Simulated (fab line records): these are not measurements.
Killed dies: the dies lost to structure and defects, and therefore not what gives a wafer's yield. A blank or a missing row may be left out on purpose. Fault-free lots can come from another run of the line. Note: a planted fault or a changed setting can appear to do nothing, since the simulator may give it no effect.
fab line records -- flow berkeley_cmos170
[record] lots = 15, wafers = 45, last_day = 11
route steps=331 shown PLDD@154 PSD@185 CONTACT@231
lots with no fault: from the same line, run without faults
start_h: start of the lot's first displayed wafer, in hours after the record's first day -- wait_h: hours elapsed since this lot's preceding step -- " unchanged from the row above -- L1.1+2: one row covering several wafers at once -- - value missing, or start not given -- * or withheld: withheld -- < > ~ a bound
route shown NAME@n: NAME is a module with steps in the file, n the number in the route of the first one -- usual: average and standard deviation across the fault-free wafers -- same: alike in all rows -- chamber/n: place in a boat -- sites: per-site readings -- _std_site: how widely they spread, as a standard deviation -- _edge_site: the outer-site mean with the inner-site mean subtracted -- radius_mm: for every site, how far away it sits from the centre of the wafer -- mask NAME#n: copy n -- behind: the tool/chamber that last shaped the wafer -- hold: why the lot was held/for how many hours/how that ended -- device: whichever transistor did not switch (one of n, p or np) -- end of line: the route-end tests of the same wafers -- a step given without rows: its recipe and nothing more -- killed: not the wafer's yield, but the dies lost to structure and defects at the first sort -- map: per-die view of a wafer (x killed, . not killed, _ where there is no die)
set.NAME: setting as actually run; set.NAME@STEP: the setting as run at that earlier step -- model.NAME: the simulator's own value behind a step, which no gauge read
the route's steps for a sample of lots (tables are steps, rows are wafers)
services: when a tool's chamber went out of use (start_h, in hours from the record's first day, below 0 if earlier), for how many hours, and the reason
[[steps]]
[step UCB170_PLDD_IMPLANT_09]
[recipe] species = BF2, dose_cm2 = 5e+13, energy_kev = 10, tilt_deg = 7, rotation_deg = 180
[usual] beam_energy_keV = 10.000/0.0035, faraday_current_uA = 159/3.2, tilt_deg = 6.996/0.019
lot.wafer,tool,chamber,start_h,wait_h,beam_energy_keV,faraday_current_uA,tilt_deg
L847.2,implanter-02,0,127.60,0.1,9.993,157,6.974
L847.3,implanter-02,0,127.60,0.1,9.994,164,6.960
L847.6,implanter-02,0,127.60,0.1,9.991,162,6.997
L846.2,implanter-04,0,127.88,0.1,10.001,158,7.001
L846.3,implanter-04,0,127.88,0.1,9.998,159,6.983
L846.6,implanter-04,0,127.88,0.1,10.002,155,7.022
L848.3,implanter-02,0,128.24,0.1,10.001,152,6.992
L848.5,implanter-02,0,128.24,0.1,10.001,161,7.017
L848.6,implanter-02,0,128.24,0.1,10.001,152,7.017
L849.1,implanter-04,0,141.62,0.1,10.000,160,6.983
L849.2,implanter-04,0,141.62,0.1,9.996,164,6.991
L849.5,implanter-04,0,141.62,0.1,9.995,154,7.019
L850.2,implanter-02,0,142.04,0.1,9.996,154,6.996
L850.4,implanter-02,0,142.04,0.1,10.001,164,6.983
L850.6,implanter-02,0,142.04,0.1,10.002,163,7.001
L851.2,implanter-02,0,148.54,0.1,10.000,163,6.973
L851.3,implanter-02,0,148.54,0.1,9.992,159,6.979
L851.6,implanter-02,0,148.54,0.1,9.999,159,6.982
L852.2,implanter-02,0,157.28,0.1,10.221,160,7.013
L852.4,implanter-02,0,157.28,0.1,10.221,154,6.986
L852.5,implanter-02,0,157.28,0.1,10.220,161,6.989
L853.1,implanter-02,0,168.27,0.1,10.214,162,7.010
L853.2,implanter-02,0,168.27,0.1,10.214,161,6.988
L853.6,implanter-02,0,168.27,0.1,10.221,158,6.996
L855.2,implanter-04,0,168.41,0.1,9.997,159,7.020
L855.4,implanter-04,0,168.41,0.1,9.998,155,7.009
L855.5,implanter-04,0,168.41,0.1,9.995,160,6.990
L854.3,implanter-02,0,168.67,0.1,10.223,161,7.010
L854.5,implanter-02,0,168.67,0.1,10.228,155,6.993
L854.6,implanter-02,0,168.67,0.1,10.227,153,7.014
L862.2,implanter-04,0,197.75,0.1,10.002,155,6.993
L862.3,implanter-04,0,197.75,0.1,10.003,160,7.031
L862.6,implanter-04,0,197.75,0.1,10.001,161,6.995
L865.1,implanter-04,0,210.51,0.1,9.997,157,6.990
L865.3,implanter-04,0,210.51,0.1,9.999,162,6.985
L865.6,implanter-04,0,210.51,0.1,9.998,157,6.994
L869.1,implanter-02,0,231.92,0.1,9.998,162,6.993
L869.3,implanter-02,0,231.92,0.1,10.001,158,7.017
L869.5,implanter-02,0,231.92,0.1,9.999,158,7.043
L867.1,implanter-04,0,232.08,0.1,9.995,159,7.024
L867.3,implanter-04,0,232.08,0.1,9.999,159,7.007
L867.5,implanter-04,0,232.08,0.1,10.000,161,7.001
L868.2,implanter-02,0,232.38,0.1,9.997,153,6.974
L868.4,implanter-02,0,232.38,0.1,10.002,157,6.969
L868.5,implanter-02,0,232.38,0.1,9.997,155,6.995
[step UCB170_PSD_TW_MEAS_10]
[usual] PSD_TW = 2317/19
lot.wafer,tool,chamber,start_h,wait_h,PSD_TW
L847.2,film_metro-03,-,135.81,0.1,2310
L847.3,film_metro-03,-,135.81,0.1,2328
L847.6,film_metro-03,-,135.81,0.1,2339
L846.2,film_metro-02,-,135.94,0.1,2297
L846.3,film_metro-02,-,135.94,0.1,2296
L846.6,film_metro-02,-,135.94,0.1,2310
L848.3,film_metro-04,-,136.10,0.1,2340
L848.5,film_metro-04,-,136.10,0.1,2332
L848.6,film_metro-04,-,136.10,0.1,2340
L849.1,film_metro-02,-,148.43,0.1,2318
L849.2,film_metro-02,-,148.43,0.1,2307
L849.5,film_metro-02,-,148.43,0.1,2303
L850.2,film_metro-04,-,148.72,0.1,2331
L850.4,film_metro-04,-,148.72,0.1,2343
L850.6,film_metro-04,-,148.72,0.1,2341
L851.2,film_metro-03,-,156.97,0.1,2325
L851.3,film_metro-03,-,156.97,0.1,2320
L851.6,film_metro-03,-,156.97,0.1,2315
L852.2,film_metro-02,-,166.44,0.1,2306
L852.4,film_metro-02,-,166.44,0.1,2307
L852.5,film_metro-02,-,166.44,0.1,2309
L853.1,film_metro-04,-,177.61,0.1,2316
L853.2,film_metro-04,-,177.61,0.1,2326
L853.6,film_metro-04,-,177.61,0.1,2318
L855.2,film_metro-02,-,177.76,0.1,2285
L855.4,film_metro-02,-,177.76,0.1,2283
L855.5,film_metro-02,-,177.76,0.1,2280
L854.3,film_metro-04,-,177.82,0.1,2325
L854.5,film_metro-04,-,177.82,0.1,2347
L854.6,film_metro-04,-,177.82,0.1,2337
L862.2,film_metro-03,-,207.60,0.1,2320
L862.3,film_metro-03,-,207.60,0.1,2330
L862.6,film_metro-03,-,207.60,0.1,2330
L865.1,film_metro-02,-,217.95,0.1,2303
L865.3,film_metro-02,-,217.95,0.1,2296
L865.6,film_metro-02,-,217.95,0.1,2287
L868.2,film_metro-02,-,241.98,0.1,2290
L868.4,film_metro-02,-,241.98,0.1,2296
L868.5,film_metro-02,-,241.98,0.1,2291
L869.1,film_metro-03,-,242.12,0.1,2342
L869.3,film_metro-03,-,242.12,0.1,2328
L869.5,film_metro-03,-,242.12,0.1,2315
L867.1,film_metro-04,-,242.27,0.1,2317
L867.3,film_metro-04,-,242.27,0.1,2335
L867.5,film_metro-04,-,242.27,0.1,2340
[step UCB170_CONTACT_CD_MEAS_15]
[recipe] target_cd_nm = 700
[usual] cd_nm = 700.3/1.2
lot.wafer,tool,chamber,start_h,wait_h,cd_nm
L847.2,cd_sem-01,-,143.57,-,699.5
L847.3,cd_sem-01,-,143.57,-,698.5
L847.6,cd_sem-01,-,143.57,-,699.5
L846.2,cd_sem-01,-,144.59,-,699.8
L846.3,cd_sem-01,-,144.59,-,700.8
L846.6,cd_sem-01,-,144.59,-,701.0
L848.3,cd_sem-01,-,145.51,-,699.9
L848.5,cd_sem-01,-,145.51,-,700.7
L848.6,cd_sem-01,-,145.51,-,700.6
L850.2,cd_sem-01,-,156.85,-,699.3
L850.4,cd_sem-01,-,156.85,-,700.1
L850.6,cd_sem-01,-,156.85,-,701.1
L849.1,cd_sem-01,-,157.11,-,701.3
L849.2,cd_sem-01,-,157.11,-,700.5
L849.5,cd_sem-01,-,157.11,-,700.9
L851.2,cd_sem-01,-,166.20,-,699.3
L851.3,cd_sem-01,-,166.20,-,699.5
L851.6,cd_sem-01,-,166.20,-,699.7
L852.2,cd_sem-02,-,174.93,-,701.0
L852.4,cd_sem-02,-,174.93,-,701.7
L852.5,cd_sem-02,-,174.93,-,701.5
L853.1,cd_sem-02,-,185.99,-,700.2
L853.2,cd_sem-02,-,185.99,-,700.3
L853.6,cd_sem-02,-,185.99,-,700.1
L855.2,cd_sem-01,-,188.03,-,700.1
L855.4,cd_sem-01,-,188.03,-,700.6
L855.5,cd_sem-01,-,188.03,-,700.4
L854.3,cd_sem-02,-,188.15,-,697.4
L854.5,cd_sem-02,-,188.15,-,696.8
L854.6,cd_sem-02,-,188.15,-,699.7
L862.2,cd_sem-02,-,217.37,-,701.7
L862.3,cd_sem-02,-,217.37,-,700.8
L862.6,cd_sem-02,-,217.37,-,701.3
L865.1,cd_sem-02,-,228.17,-,699.2
L865.3,cd_sem-02,-,228.17,-,701.6
L865.6,cd_sem-02,-,228.17,-,701.6
L869.1,cd_sem-02,-,251.20,-,699.5
L869.3,cd_sem-02,-,251.20,-,700.2
L869.5,cd_sem-02,-,251.20,-,700.5
L867.1,cd_sem-01,-,251.48,-,700.5
L867.3,cd_sem-01,-,251.48,-,699.6
L867.5,cd_sem-01,-,251.48,-,700.8
L868.2,cd_sem-01,-,251.79,-,701.3
L868.4,cd_sem-01,-,251.79,-,701.0
L868.5,cd_sem-01,-,251.79,-,700.9
[step UCB170_CONTACT_ETCH_18]
[recipe] chemistry = CHF3/CF4/Ar, target = PSG, stop_on = TiSi2, CHF3_flow_sccm = 45, cf4_flow_sccm = 15, Ar_flow_sccm = 150, pressure_mtorr = 200, rf_w = 700, target_depth_a = 8400, over_etch_frac = 0.2, time_s = 195
[usual] drypump_motor_current_A = 5.6/0.51, mfc_ar_sccm = 150.0/0.45, oes_product_au = 0.893/0.015, throttle_valve_pct = 6.92/0.11
lot.wafer,tool,chamber,start_h,wait_h,drypump_motor_current_A,mfc_ar_sccm,oes_product_au,rf_hours_counter_h,throttle_valve_pct
L847.2,rie_diel-03,1,-,-,5.4,150.1,0.912,18,6.75
L847.3,rie_diel-03,0,-,-,6.1,149.4,0.892,14,6.96
L847.6,rie_diel-03,3,-,-,4.9,150.0,0.922,-,6.90
L846.2,rie_diel-01,2,-,-,5.2,150.8,0.866,151,7.11
L846.3,rie_diel-01,3,-,-,6.6,150.5,0.892,43,6.92
L846.6,rie_diel-01,1,-,-,5.7,149.0,0.880,-,7.00
L848.3,rie_diel-02,1,-,-,5.3,149.3,0.917,97,6.90
L848.5,rie_diel-02,1,-,-,5.3,150.1,0.918,-,6.91
L848.6,rie_diel-02,2,-,-,5.4,149.8,0.885,-,6.76
L850.2,rie_diel-01,3,-,-,6.6,150.1,0.903,44,6.94
L850.4,rie_diel-01,2,-,-,5.2,149.7,0.875,152,7.11
L850.6,rie_diel-01,3,-,-,6.6,149.7,0.888,-,6.91
L849.1,rie_diel-03,2,-,-,5.5,150.0,0.892,1,6.93
L849.2,rie_diel-03,0,-,-,6.1,150.1,0.885,15,6.96
L849.5,rie_diel-03,2,-,-,5.5,150.1,0.880,-,6.96
L851.2,rie_diel-03,0,-,-,6.0,150.0,0.887,15,6.96
L851.3,rie_diel-03,1,-,-,5.4,150.1,0.916,19,6.76
L851.6,rie_diel-03,0,-,-,6.1,150.6,0.892,-,6.98
L852.2,rie_diel-02,1,-,-,5.3,149.4,0.908,98,6.92
L852.4,rie_diel-02,0,-,-,6.0,149.8,0.900,63,7.12
L852.5,rie_diel-02,2,-,-,5.4,149.6,0.880,-,6.75
L853.1,rie_diel-03,2,-,-,5.4,149.9,0.892,2,6.96
L853.2,rie_diel-03,1,-,-,5.4,150.1,0.907,20,6.75
L853.6,rie_diel-03,1,-,-,5.4,149.7,0.897,-,6.76
L855.2,rie_diel-03,0,-,-,6.1,149.9,0.877,15,6.95
L855.4,rie_diel-03,1,-,-,5.4,149.6,0.900,20,6.75
L855.5,rie_diel-03,0,-,-,6.1,149.9,0.889,-,6.98
L854.3,rie_diel-01,2,-,-,5.2,149.5,0.871,154,7.10
L854.5,rie_diel-01,3,-,-,6.6,149.5,0.888,-,6.92
L854.6,rie_diel-01,2,-,-,5.2,150.4,0.873,-,7.12
L862.2,rie_diel-02,1,-,-,5.3,149.5,0.896,101,6.89
L862.3,rie_diel-02,0,-,-,6.0,150.0,0.894,65,7.11
L862.6,rie_diel-02,1,-,-,5.3,150.0,0.896,-,6.91
L865.1,rie_diel-01,0,-,-,4.9,150.2,0.900,102,6.83
L865.3,rie_diel-01,3,-,-,6.6,150.3,0.874,48,6.94
L865.6,rie_diel-01,3,-,-,6.6,150.5,0.876,-,6.92
L869.1,rie_diel-01,2,-,-,5.2,150.4,0.886,1,7.09
L869.3,rie_diel-01,0,-,-,4.8,150.3,0.907,103,6.83
L869.5,rie_diel-01,0,-,-,4.8,149.7,0.898,-,6.82
L867.1,rie_diel-02,2,-,-,5.4,149.7,0.879,122,6.76
L867.3,rie_diel-02,1,-,-,5.3,149.8,0.901,102,6.91
L867.5,rie_diel-02,0,-,-,6.0,149.4,0.905,-,7.12
L868.2,rie_diel-01,0,-,-,4.9,149.6,0.892,103,6.82
L868.4,rie_diel-01,2,-,-,5.2,149.1,0.898,1,7.10
L868.5,rie_diel-01,3,-,-,6.7,149.6,0.892,-,6.92
[[services]]
tool,chamber,start_h,hours,kind
rie_diel-01,0,120.75,5.6,repair
rie_diel-03,2,122.42,-,clean
rie_diel-03,2,122.42,24.0,scheduled_down
rie_diel-03,2,122.42,24.0,vent_cycle
rie_diel-01,0,141.44,3.4,repair
rie_diel-01,1,149.65,1.7,repair
rie_diel-01,1,165.23,56.0,repair
rie_diel-03,0,169.27,5.4,repair
implanter-02,-,169.32,4.0,repair
implanter-04,-,202.74,6.7,repair
implanter-04,-,214.17,1.6,repair
rie_diel-01,2,221.23,-,clean
rie_diel-01,2,221.23,11.7,scheduled_down
rie_diel-01,2,221.23,11.7,vent_cycle
rie_diel-03,-,243.52,15.6,pm
[[key]]
[first_sign] step = UCB170_PLDD_IMPLANT_09, reading = beam_energy_keV, direction = up, sigmas = 63, usual = 10.000, struck = 10.221
effect none on later readings
met_at UCB170_PLDD_IMPLANT_09
struck_lots L852,L853,L854
tester_left_out L852,L853,L854
not_acting_at UCB170_PSD_TW_MEAS_10,UCB170_CONTACT_CD_MEAS_15,UCB170_CONTACT_ETCH_18
onset_between 148.54 157.28
[fault] kind = process_parameter_drift, tool = implanter-02, chamber = -, onset_h = 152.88, steps = UCB170_PLDD_IMPLANT_09, channel = energy_kev, offset = 0.22107, shape = step, end_h = 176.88, acts_in = these_recipes_only, stated = 10
// tester_left_out: of these lots the tester's yield and bins aren't shown, on N5 and GAA mostly nor the transistor test; their killed dies are dies lost to structure and defects alone, not to doping, threshold or leakage, so they don't give the yield
